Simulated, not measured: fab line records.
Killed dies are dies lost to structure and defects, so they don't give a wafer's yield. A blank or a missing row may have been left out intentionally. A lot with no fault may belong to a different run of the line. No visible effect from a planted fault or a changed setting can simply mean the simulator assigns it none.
Which tool is to blame? / flow berkeley-cmos170 / 13 lots, 39 wafers sampled, at 3 steps of a route of 331

== WHAT THE GAUGES SHOWED, per wafer ==
UCB170_PWELL_THK_MEAS_03. Usual: PWELL_OXIDE_THK 26.4 nm, standard deviation 0.46.
lot=L517; measured=day 2 17:21; on=film-metro-04; PWELL_OXIDE_THK (nm)=26.6 26.6 26.5; flag=
lot=L519; measured=day 3 00:23; on=film-metro-04; PWELL_OXIDE_THK (nm)=25.9 26.2 26.5; flag=
lot=L518; measured=day 3 00:24; on=film-metro-01; PWELL_OXIDE_THK (nm)=26.0 26.3 26.4; flag=
lot=L524; measured=day 3 23:13; on=film-metro-01; PWELL_OXIDE_THK (nm)=26.6 26.9 27.2; flag=
lot=L523; measured=day 3 23:14; on=film-metro-04; PWELL_OXIDE_THK (nm)=26.9 26.8 26.6; flag=
lot=L525; measured=day 4 15:47; on=film-metro-04; PWELL_OXIDE_THK (nm)=26.0 26.0 26.1; flag=
lot=L528; measured=day 5 03:13; on=film-metro-04; PWELL_OXIDE_THK (nm)=27.5 27.5 27.3; flag=
lot=L530; measured=day 5 12:57; on=film-metro-01; PWELL_OXIDE_THK (nm)=26.5 25.6 25.7; flag=
lot=L532; measured=day 5 20:39; on=film-metro-03; PWELL_OXIDE_THK (nm)=26.6 26.4 26.3; flag=
lot=L533; measured=day 5 20:39; on=film-metro-01; PWELL_OXIDE_THK (nm)=25.9 26.6 26.1; flag=
lot=L537; measured=day 6 21:13; on=film-metro-04; PWELL_OXIDE_THK (nm)=25.5 25.5 25.4; flag=
lot=L538; measured=day 7 02:44; on=film-metro-04; PWELL_OXIDE_THK (nm)=27.1 27.1 27.1; flag=
lot=L540; measured=day 7 12:42; on=film-metro-03; PWELL_OXIDE_THK (nm)=26.2 26.2 26.3; flag=

UCB170_NVT_OVL_MEAS_06. Usual: NVT_OVL -2 nm, standard deviation 6.
lot=L517; measured=day 5 14:09; on=overlay-02; NVT_OVL (nm)=-5 2 -8; flag=
lot=L519; measured=day 5 14:30; on=overlay-02; NVT_OVL (nm)=-14 3 -8; flag=
lot=L518; measured=day 5 14:14; on=overlay-01; NVT_OVL (nm)=-8 -2 -11; flag=
lot=L524; measured=day 6 17:41; on=overlay-01; NVT_OVL (nm)=-1 -2 4; flag=
lot=L523; measured=day 6 17:34; on=overlay-02; NVT_OVL (nm)=-4 -7 6; flag=
lot=L525; measured=day 7 09:30; on=overlay-02; NVT_OVL (nm)=-1 -7 -9; flag=
lot=L528; measured=day 7 16:11; on=overlay-01; NVT_OVL (nm)=1 -2 9; flag=
lot=L530; measured=day 8 10:18; on=overlay-02; NVT_OVL (nm)=3 0 2; flag=
lot=L532; measured=day 8 15:44; on=overlay-02; NVT_OVL (nm)=2 5 4; flag=
lot=L533; measured=day 8 22:21; on=overlay-01; NVT_OVL (nm)=-17 -11 4; flag=
lot=L537; measured=day 9 20:02; on=overlay-02; NVT_OVL (nm)=-5 6 -2; flag=
lot=L538; measured=day 9 20:11; on=overlay-02; NVT_OVL (nm)=-6 0 4; flag=
lot=L540; measured=day 10 02:42; on=overlay-02; NVT_OVL (nm)=-6 -6 -11; flag=

UCB170_PVT_TW_MEAS_09. Usual: PVT_TW 504.3, standard deviation 2.4.
lot=L517; measured=day 5 18:13; on=film-metro-01; PVT_TW=505.4 506.5 506.5; flag=
lot=L519; measured=day 5 18:12; on=film-metro-03; PVT_TW=501.9 504.3 505.2; flag=
lot=L518; measured=day 5 17:56; on=film-metro-04; PVT_TW=504.5 504.1 503.6; flag=
lot=L524; measured=day 6 19:58; on=film-metro-04; PVT_TW=507.9 508.7 509.0; flag=
lot=L523; measured=day 6 20:16; on=film-metro-01; PVT_TW=503.0 503.9 499.4; flag=
lot=L525; measured=day 7 11:14; on=film-metro-01; PVT_TW=502.0 501.4 503.8; flag=
lot=L528; measured=day 7 19:55; on=film-metro-03; PVT_TW=507.1 508.9 507.4; flag=
lot=L530; measured=day 8 12:38; on=film-metro-01; PVT_TW=502.0 500.4 503.5; flag=
lot=L532; measured=day 8 17:54; on=film-metro-03; PVT_TW=503.6 505.4 501.4; flag=
lot=L533; measured=day 9 00:38; on=film-metro-01; PVT_TW=507.1 504.9 503.7; flag=
lot=L537; measured=day 9 23:23; on=film-metro-04; PVT_TW=508.1 507.6 505.2; flag=
lot=L538; measured=day 9 23:29; on=film-metro-01; PVT_TW=502.6 504.4 504.0; flag=
lot=L540; measured=day 10 04:40; on=film-metro-03; PVT_TW=500.2 505.7 502.8; flag=

== WHICH TOOL RAN EACH LOT (tool, then ch and the chambers of the sampled wafers, then the start) ==
The record shows no process step preceding these readings.

== WHAT THE TOOLS THEMSELVES READ (means of the sampled wafers that have a number; where no wafer has one, the mark that the record gives instead) ==
The record holds no such reading with a usual standard deviation.

== THE ANSWER, worked out from the rows above alone ==
Rule: a lot is off if the mean of its wafers that have a number lies more than 3 standard deviations from the usual mean. Also off: a lot with no number at a reading for which 4 or more lots have one. Any other lot the step has rows for is counted as sound. After the gauges, taken in route order, come the tools' own readings; for these a lot's mean is taken, as printed above. At the first step where some lot is off, the reading lying furthest off is the one used; lots without a number count as furthest.
Nothing can be told from this: no lot is off at any reading shown.

== WHAT THE SIMULATOR PUT IN ==
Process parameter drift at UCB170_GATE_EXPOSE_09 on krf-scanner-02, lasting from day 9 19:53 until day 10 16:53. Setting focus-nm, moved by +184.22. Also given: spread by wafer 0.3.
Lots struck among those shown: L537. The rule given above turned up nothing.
